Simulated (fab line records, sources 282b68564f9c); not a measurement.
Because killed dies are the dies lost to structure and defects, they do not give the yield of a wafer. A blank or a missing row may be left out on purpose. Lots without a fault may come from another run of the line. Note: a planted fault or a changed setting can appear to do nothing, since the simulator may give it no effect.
The tool behind it: which one? / flow rit_cmos / 14 lots with 42 wafers sampled at 4 steps, on a route of 202 steps

WHAT EACH GAUGE READ, for each wafer
RIT_ACTIVE_THK_MEAS_04.
lot=L578; measured=day 1 13:57; on=film_metro-04; ACTIVE_NITRIDE_THK (nm)=149.0 148.9 148.5
lot=L579; measured=day 1 18:50; on=film_metro-01; ACTIVE_NITRIDE_THK (nm)=152.1 151.2 150.1
lot=L580; measured=day 2 00:48; on=film_metro-02; ACTIVE_NITRIDE_THK (nm)=151.7 152.2 151.6
lot=L583; measured=day 2 15:37; on=film_metro-02; ACTIVE_NITRIDE_THK (nm)=151.3 149.9 150.9
lot=L586; measured=day 3 05:32; on=film_metro-02; ACTIVE_NITRIDE_THK (nm)=150.7 151.4 151.3
lot=L588; measured=day 3 17:19; on=film_metro-04; ACTIVE_NITRIDE_THK (nm)=150.9 149.4 150.5
lot=L590; measured=day 4 03:15; on=film_metro-01; ACTIVE_NITRIDE_THK (nm)=150.5 152.1 151.0
lot=L591; measured=day 4 06:49; on=film_metro-01; ACTIVE_NITRIDE_THK (nm)=148.8 148.6 149.4
lot=L592; measured=day 4 11:44; on=film_metro-01; ACTIVE_NITRIDE_THK (nm)=151.6 151.1 152.7
lot=L593; measured=day 4 16:47; on=film_metro-01; ACTIVE_NITRIDE_THK (nm)=146.8 149.2 147.9
lot=L595; measured=day 5 02:32; on=film_metro-04; ACTIVE_NITRIDE_THK (nm)=151.7 151.4 149.7
lot=L596; measured=day 5 07:32; on=film_metro-04; ACTIVE_NITRIDE_THK (nm)=149.8 149.2 149.0
lot=L597; measured=day 5 13:21; on=film_metro-01; ACTIVE_NITRIDE_THK (nm)=147.8 147.2 148.2
lot=L599; measured=day 6 03:47; on=film_metro-01; ACTIVE_NITRIDE_THK (nm)=147.0 148.8 147.6

RIT_ACTIVE_CD_MEAS_11 targets a cd of 1400 nm.
lot=L578; measured=day 1 14:59; on=cd_sem-01; cd_nm (nm)=1398.0 1399.4 1399.7
lot=L579; measured=day 1 19:45; on=cd_sem-02; cd_nm (nm)=1400.2 1401.7 1399.2
lot=L580; measured=day 2 01:52; on=cd_sem-02; cd_nm (nm)=1398.7 1397.0 1399.2
lot=L583; measured=day 2 16:40; on=cd_sem-02; cd_nm (nm)=1400.8 1398.5 1400.3
lot=L586; measured=day 3 06:26; on=cd_sem-01; cd_nm (nm)=1400.2 1401.4 1398.7
lot=L588; measured=day 3 18:21; on=cd_sem-01; cd_nm (nm)=1397.4 1398.1 1399.1
lot=L590; measured=day 4 04:17; on=cd_sem-01; cd_nm (nm)=1399.7 1400.0 1401.0
lot=L591; measured=day 4 07:51; on=cd_sem-02; cd_nm (nm)=1402.2 1405.3 1403.8
lot=L592; measured=day 4 12:46; on=cd_sem-01; cd_nm (nm)=1394.9 1397.5 1396.5
lot=L593; measured=day 4 17:42; on=cd_sem-02; cd_nm (nm)=1398.9 1402.4 1403.0
lot=L595; measured=day 5 03:26; on=cd_sem-01; cd_nm (nm)=1397.5 1398.1 1398.7
lot=L596; measured=day 5 08:28; on=cd_sem-02; cd_nm (nm)=1402.1 1404.1 1402.5
lot=L597; measured=day 5 14:24; on=cd_sem-02; cd_nm (nm)=1402.5 1400.9 1401.2
lot=L599; measured=day 6 04:50; on=cd_sem-02; cd_nm (nm)=1400.3 1399.1 1399.0

RIT_NRETRO_OVL_MEAS_06.
lot=L578; measured=day 2 08:07; on=overlay-02; NRETRO_OVL (nm)=-0.8 0.5 0.1
lot=L579; measured=day 2 13:49; on=overlay-02; NRETRO_OVL (nm)=2.7 -0.1 -0.2
lot=L580; measured=day 2 16:51; on=overlay-02; NRETRO_OVL (nm)=-0.2 -1.1 -0.9
lot=L583; measured=day 3 07:49; on=overlay-01; NRETRO_OVL (nm)=-1.0 -2.1 -0.3
lot=L586; measured=day 4 01:34; on=overlay-01; NRETRO_OVL (nm)=-0.7 0.0 1.6
lot=L588; measured=day 4 09:27; on=overlay-01; NRETRO_OVL (nm)=0.0 -2.4 -2.7
lot=L590; measured=day 4 19:01; on=overlay-02; NRETRO_OVL (nm)=-0.5 0.0 -0.9
lot=L591; measured=day 4 22:08; on=overlay-02; NRETRO_OVL (nm)=2.3 0.4 1.4
lot=L592; measured=day 5 05:03; on=overlay-02; NRETRO_OVL (nm)=-3.1 -3.3 -0.9
lot=L593; measured=day 5 10:23; on=overlay-02; NRETRO_OVL (nm)=1.6 0.6 0.6
lot=L595; measured=day 5 20:37; on=overlay-01; NRETRO_OVL (nm)=0.3 -3.4 -1.3
lot=L596; measured=day 6 03:24; on=overlay-01; NRETRO_OVL (nm)=0.8 1.4 0.6
lot=L597; measured=day 6 14:23; on=overlay-01; NRETRO_OVL (nm)=-2.0 -1.0 -0.2
lot=L599; measured=day 6 19:42; on=overlay-02; NRETRO_OVL (nm)=-1.5 -1.0 0.3

TOOL THAT RAN EACH LOT (tool first, then ch and the chambers of the sampled wafers, then the start)
lot=L578; RIT_NWELL_SOFTBAKE_02=litho_track-04 ch 0, day 1 22:38
lot=L579; RIT_NWELL_SOFTBAKE_02=litho_track-04 ch 0, day 2 02:19
lot=L580; RIT_NWELL_SOFTBAKE_02=litho_track-03 ch 0, day 2 07:23
lot=L583; RIT_NWELL_SOFTBAKE_02=litho_track-01 ch 0, day 2 22:12
lot=L586; RIT_NWELL_SOFTBAKE_02=litho_track-01 ch 0, day 3 15:05
lot=L588; RIT_NWELL_SOFTBAKE_02=litho_track-03 ch 0, day 3 23:34
lot=L590; RIT_NWELL_SOFTBAKE_02=litho_track-03 ch 0, day 4 09:31
lot=L591; RIT_NWELL_SOFTBAKE_02=litho_track-01 ch 0, day 4 13:01
lot=L592; RIT_NWELL_SOFTBAKE_02=litho_track-04 ch 0, day 4 19:40
lot=L593; RIT_NWELL_SOFTBAKE_02=litho_track-01 ch 0, day 5 00:05
lot=L595; RIT_NWELL_SOFTBAKE_02=litho_track-04 ch 0, day 5 10:51
lot=L596; RIT_NWELL_SOFTBAKE_02=litho_track-04 ch 0, day 5 14:42
lot=L597; RIT_NWELL_SOFTBAKE_02=litho_track-01 ch 0, day 6 04:44
lot=L599; RIT_NWELL_SOFTBAKE_02=litho_track-04 ch 0, day 6 10:00
- RIT_NWELL_SOFTBAKE_02: time 60 s.

AS READ BY THE TOOLS THEMSELVES (means over the sampled wafers that have a number; for cases with no such wafer, the mark the record gives instead)
RIT_NWELL_SOFTBAKE_02.
lot=L578; tool=litho_track-04; heater_power_total_W (W)=34.57; plate_temp_C (C)=89.77
lot=L579; tool=litho_track-04; heater_power_total_W (W)=34.55; plate_temp_C (C)=89.93
lot=L580; tool=litho_track-03; heater_power_total_W (W)=34.59; plate_temp_C (C)=90.03
lot=L583; tool=litho_track-01; heater_power_total_W (W)=34.59; plate_temp_C (C)=89.88
lot=L586; tool=litho_track-01; heater_power_total_W (W)=34.61; plate_temp_C (C)=89.87
lot=L588; tool=litho_track-03; heater_power_total_W (W)=33.78; plate_temp_C (C)=88.63
lot=L590; tool=litho_track-03; heater_power_total_W (W)=33.70; plate_temp_C (C)=88.65
lot=L591; tool=litho_track-01; heater_power_total_W (W)=34.57; plate_temp_C (C)=90.13
lot=L592; tool=litho_track-04; heater_power_total_W (W)=34.54; plate_temp_C (C)=90.07
lot=L593; tool=litho_track-01; heater_power_total_W (W)=34.52; plate_temp_C (C)=89.81
lot=L595; tool=litho_track-04; heater_power_total_W (W)=34.57; plate_temp_C (C)=89.94
lot=L596; tool=litho_track-04; heater_power_total_W (W)=34.58; plate_temp_C (C)=90.15
lot=L597; tool=litho_track-01; heater_power_total_W (W)=34.54; plate_temp_C (C)=89.99
lot=L599; tool=litho_track-04; heater_power_total_W (W)=34.57; plate_temp_C (C)=90.06

THE ANSWER, worked out from the rows above alone
Rule: usual is defined by the lots themselves. Put in order of their means at a reading, lots are off if they are a third of the lots or fewer, leave a main group of 4 or more, and stand apart from it by a gap of 3 or more times the standard deviation of the main group's means; of several such gaps the widest counts. A main group is skipped when, at the precision printed for the reading in the tables above, its means are all equal. A lot without any number at a reading at which 4 lots or more have one is off too. All remaining lots with rows at the step are treated as sound. First the gauges in route order, then the tools' own readings, where a lot's mean is used as printed above. At the first step where some lot is off, the reading lying furthest off is the one used; lots without a number count as furthest.
Off at RIT_NWELL_SOFTBAKE_02 (heater_power_total_W): L588, L590. The main group: mean 34.57 W, standard deviation 0.024.
A tool fits if, at that step or a process step before it, it ran every lot that is off, and no sound lot after the first of them. One fits: RIT_NWELL_SOFTBAKE_02 on litho_track-03. Its last sound lot is L580 (day 2 07:23), its first lot that is off L588 (day 3 23:34): a fault that began between those two fits.
The tool's own readings at RIT_NWELL_SOFTBAKE_02 bear it out: on the lots that are off they differ by more than 5 times the standard deviation of the sound lots' means. heater_power_total_W reads 33.74 W there against 34.57 W on the sound lots; plate_temp_C reads 88.64 C there against 89.97 C on the sound lots.

WHAT WAS PUT IN BY THE SIMULATOR
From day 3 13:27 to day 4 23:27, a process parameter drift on litho_track-03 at RIT_NWELL_SOFTBAKE_02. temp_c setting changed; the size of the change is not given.
Struck lots among those shown: L588, L590. The rule above found the same.
